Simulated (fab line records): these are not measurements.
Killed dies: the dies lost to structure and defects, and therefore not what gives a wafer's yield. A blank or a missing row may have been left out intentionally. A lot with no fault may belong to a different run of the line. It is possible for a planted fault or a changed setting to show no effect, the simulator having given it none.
Problem report in the 8D (eight disciplines) form, filled by code    flow berkeley-cmos170    the parts of the form that need people (team, actions taken, sign-off) are left out

== 1. THE PROBLEM ==
Wafers with no fault read 697.4 W with a standard deviation of 2.4, whereas rf-fwd-power-W at UCB170_CONTACT_ETCH_18 reads a mean of 805.8 W on 1 wafer of 1 lot. Relative to the usual mean, that is a shift of +45 standard deviations.
The step: etches PSG in CHF3/CF4/Ar, stops on TiSi2, target depth 840 nm, time 195 s.
Seen first at day 10 19:00 on rie-diel-03, wafer L748.3. Wafers with a number at this step in the record: 39, from 13 lots. Rule for "out", or "out of limits": more than 4 standard deviations from the usual mean. The rest of the wafers with a number are treated as sound.

== 2. WHAT THIS IS AND IS NOT ==
question                     is                 is not
which readings at this step  rf-fwd-power-W     drypump-motor-current-A, oes-product-au, throttle-valve-pct
which lots                   L748               L734, L736, L737, L740, L742, L743, L750, L751, L752, L753, L756, L757
which wafers of those lots   L748.3             L748.2, L748.5
read on which tools          rie-diel-03        rie-diel-01, rie-diel-04
when                         from day 10 19:00  up to then (20 sound wafers); but 18 sound wafers of L750, L751, L752, L753, L756, L757 came after

== 3. WHAT RULES OUT EACH SUSPECT ==
Counting: any tool at a process step up to the reading remains a suspect provided it ran every lot that is out. Sound lots after the first of them don't rule it out here, since some wafers of a struck lot are sound.
- rie-diel-03 at UCB170_CONTACT_ETCH_18 (etches PSG in CHF3/CF4/Ar, stops on TiSi2, target depth 840 nm, time 195 s): kept. The lot that is out, L748, ran on it at day 10 19:00; the last sound lot it ran before that was L742, at day 9 19:00. Its own readings are out on those wafers: rf-fwd-power-W.
- The sound lot-mates ran in chamber 3 of rie-diel-03 at UCB170_CONTACT_ETCH_18, but the wafers that are out ran in chamber 2.
The count leaves rie-diel-03 at UCB170_CONTACT_ETCH_18.

== 4. THE CAUSE (what the simulator had put in) ==
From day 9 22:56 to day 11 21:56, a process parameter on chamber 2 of rie-diel-03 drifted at UCB170_CONTACT_ETCH_18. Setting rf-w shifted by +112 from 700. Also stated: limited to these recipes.
This tool alone remained once counting was done.

== 5. THE EFFECT CHAIN, in route order ==
Rows list readings where the struck wafers' mean (over those with a number) sits beyond 3 standard deviations from the usual. Only readings for which the record gives a usual standard deviation are gone through. hours: the time from each lot's start at the first step in this table that gives one to its start at this step, as a median over the lots. sigmas: the change in usual standard deviations.
hours  step                    reading         usual    on struck wafers  change  sigmas
0      UCB170_CONTACT_ETCH_18  rf-fwd-power-W  697.4 W  805.8             +108.4  +45
It contains these process steps:
- UCB170_CONTACT_ETCH_18: etches PSG in CHF3/CF4/Ar, stops on TiSi2, target depth 840 nm, time 195 s.

== 6. WHAT WOULD HAVE CAUGHT IT SOONER ==
The fault began at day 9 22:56; the first out-of-limits reading in this record came at day 10 19:00, 20 hours later.
